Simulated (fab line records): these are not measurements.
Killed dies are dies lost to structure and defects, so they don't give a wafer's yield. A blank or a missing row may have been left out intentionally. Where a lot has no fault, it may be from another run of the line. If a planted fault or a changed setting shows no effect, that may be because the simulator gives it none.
What tool caused it? || flow rit cmos || 6 lots with 18 wafers sampled at 2 steps, on a route of 202 steps

== WHAT THE GAUGES READ, wafer by wafer ==
RIT_ACTIVE_THK_MEAS_04.
{"lot": "L155", "measured": "day 1 23:32", "on": "film metro-02", "ACTIVE_NITRIDE_THK (nm)": "153.0 151.1 151.4"}
{"lot": "L159", "measured": "day 2 20:46", "on": "film metro-01", "ACTIVE_NITRIDE_THK (nm)": "148.6 147.1 147.7"}
{"lot": "L161", "measured": "day 3 05:35", "on": "film metro-01", "ACTIVE_NITRIDE_THK (nm)": "147.5 148.4 147.3"}
{"lot": "L163", "measured": "day 3 15:44", "on": "film metro-02", "ACTIVE_NITRIDE_THK (nm)": "149.7 150.4 149.9"}
{"lot": "L165", "measured": "day 4 01:32", "on": "film metro-02", "ACTIVE_NITRIDE_THK (nm)": "150.7 150.0 148.8"}
{"lot": "L167", "measured": "day 4 11:46", "on": "film metro-04", "ACTIVE_NITRIDE_THK (nm)": "207.4 206.9 207.9 207.2 206.9 208.0"}

== WHAT TOOL EACH LOT RAN ON (gives the tool, then ch and the chambers of the sampled wafers, and finally the start) ==
{"lot": "L155", "RIT_ACTIVE_CVD_03": "lpcvd-02 ch 1, day 1 22:07"}
{"lot": "L159", "RIT_ACTIVE_CVD_03": "lpcvd-01 ch 1, day 2 18:38"}
{"lot": "L161", "RIT_ACTIVE_CVD_03": "lpcvd-01 ch 0, day 3 04:10"}
{"lot": "L163", "RIT_ACTIVE_CVD_03": "lpcvd-02 ch 1, day 3 14:19"}
{"lot": "L165", "RIT_ACTIVE_CVD_03": "lpcvd-02 ch 1, day 4 00:07"}
{"lot": "L167", "RIT_ACTIVE_CVD_03": "lpcvd-02 ch 1, day 4 10:20"}
- RIT_ACTIVE_CVD_03: deposits Si3N4 from SiH2Cl2/NH3, target thk 150 nm, time 1500 s.

== THE ANSWER, worked out from the rows above alone ==
Rule: the usual values come from the lots themselves. Put in order of their means at a reading, lots are off if they are a third of the lots or fewer, leave a main group of 4 or more, and stand apart from it by a gap of 3 or more times the standard deviation of the main group's means; of several such gaps the widest counts. A main group is skipped when, at the precision printed for the reading in the tables above, its means are all equal. Also off: a lot with no number at a reading for which 4 or more lots have one. The other lots that the step has rows for count as sound.
Off: L167, at RIT_ACTIVE_THK_MEAS_04 (ACTIVE_NITRIDE_THK). The main group has a mean of 149.4 nm with a standard deviation of 1.5.
A tool fits if, at a process step before that reading, it ran every lot that is off, and no sound lot after the first of them. Gauges at RIT_ACTIVE_THK_MEAS_04: tried the same way as those tools. This does not decide it: 2 tools fit, namely lpcvd-02 at RIT_ACTIVE_CVD_03 and film metro-04 at RIT_ACTIVE_THK_MEAS_04.

== WHAT WAS PUT IN BY THE SIMULATOR ==
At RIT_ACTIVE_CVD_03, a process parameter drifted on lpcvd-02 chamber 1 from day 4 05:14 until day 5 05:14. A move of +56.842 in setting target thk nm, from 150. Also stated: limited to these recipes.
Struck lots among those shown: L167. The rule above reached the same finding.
